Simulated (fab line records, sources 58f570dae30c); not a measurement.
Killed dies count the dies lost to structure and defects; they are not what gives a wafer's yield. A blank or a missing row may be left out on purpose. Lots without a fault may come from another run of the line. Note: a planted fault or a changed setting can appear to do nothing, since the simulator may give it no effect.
8D (eight disciplines) problem report, filled in by code | flow berkeley-cmos170 | the parts of the form that need people (team, actions taken, sign-off) are left out

== 1. WHAT IS WRONG ==
Across 9 wafers from 3 lots, ACTIVE_OVL at UCB170_ACTIVE_OVL_MEAS_14 averages -217 nm, while fault-free wafers read 1 nm with a standard deviation of 5.1. That puts it -43 standard deviations away from the usual mean.
Earliest sighting: wafer L128.1 on overlay-01 at day 5 07:58. At this step, 39 wafers from 13 lots have a number in the record. Rule for "out" (also "out of limits"): further than 4 standard deviations from the usual mean. The rest of the wafers with a number are treated as sound.

== 2. WHAT IT IS, AND WHAT IT ISN'T ==
question                    | is                     | is not
which readings at this step | ACTIVE_OVL             | -
which lots                  | L128, L130, L131       | L122, L123, L125, L127, L135, L138, L141, L142, L143, L144
which wafers of those lots  | all that have a number | -
read on which gauges        | overlay-01, overlay-02 | -
when                        | from day 5 07:58       | up to then (12 sound wafers); but 18 sound wafers of L135, L138, L141, L142, L143, L144 came after

== 3. WHAT RULES OUT EACH SUSPECT ==
Counting: a tool at a process step up to the reading stays a suspect if it ran every lot that is out and no sound lot after the first of them.
- the gauge at UCB170_ACTIVE_OVL_MEAS_14 is ruled out. The wafers that are out were read on 2 gauges (overlay-01, overlay-02).
- krf-scanner-02 at UCB170_ACTIVE_EXPOSE_10 (exposes mask ACTIVE, target cd 1200 nm): kept. It processed each lot that is out, first L128 at day 5 07:26, and no sound lot thereafter; up to then, the last sound lot it processed was L125 at day 4 22:05.
After counting, what remains is krf-scanner-02 at UCB170_ACTIVE_EXPOSE_10.

== 4. THE CAUSE (what the simulator had put in) ==
Scanner matching overlay: krf-scanner-02, from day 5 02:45 on, at UCB170_ACTIVE_EXPOSE_10. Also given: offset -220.
The count eliminated every tool but this one.

== 5. THE EFFECT CHAIN, in route order ==
Each row: a reading whose mean over the struck wafers that have a number lies more than 3 standard deviations from the usual. Only readings for which the record gives a usual standard deviation are gone through. hours: the time from each lot's start at the first step in this table that gives one to its start at this step, as a median over the lots. sigmas: the change in usual standard deviations.
hours | step                      | reading    | usual | on struck wafers | change | sigmas
0     | UCB170_ACTIVE_OVL_MEAS_14 | ACTIVE_OVL | 1 nm  | -217             | -218   | -43
At these later measuring or inspecting steps, every struck wafer for which the step has a row has a number for every such reading, and none has moved that far: UCB170_V1_OVL_MEAS_13, UCB170_M2_OVL_MEAS_16, UCB170_M3_CD_MEAS_15.

== 6. HOW IT WOULD HAVE BEEN CAUGHT EARLIER ==
Counted from the fault's start at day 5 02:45, it took 5 hours until the first out-of-limits reading at a measuring or inspecting step in this record, taken at day 5 07:58.
No tool reading at UCB170_ACTIVE_EXPOSE_10 that has a usual standard deviation in the record was out on any struck wafer, so an alarm limit of 4 standard deviations on those readings would not have fired.
Lots out: 3; of these, L130, L131 started UCB170_ACTIVE_EXPOSE_10 on krf-scanner-02 after day 5 07:58. A hold on the tool at that time would have spared those 2.
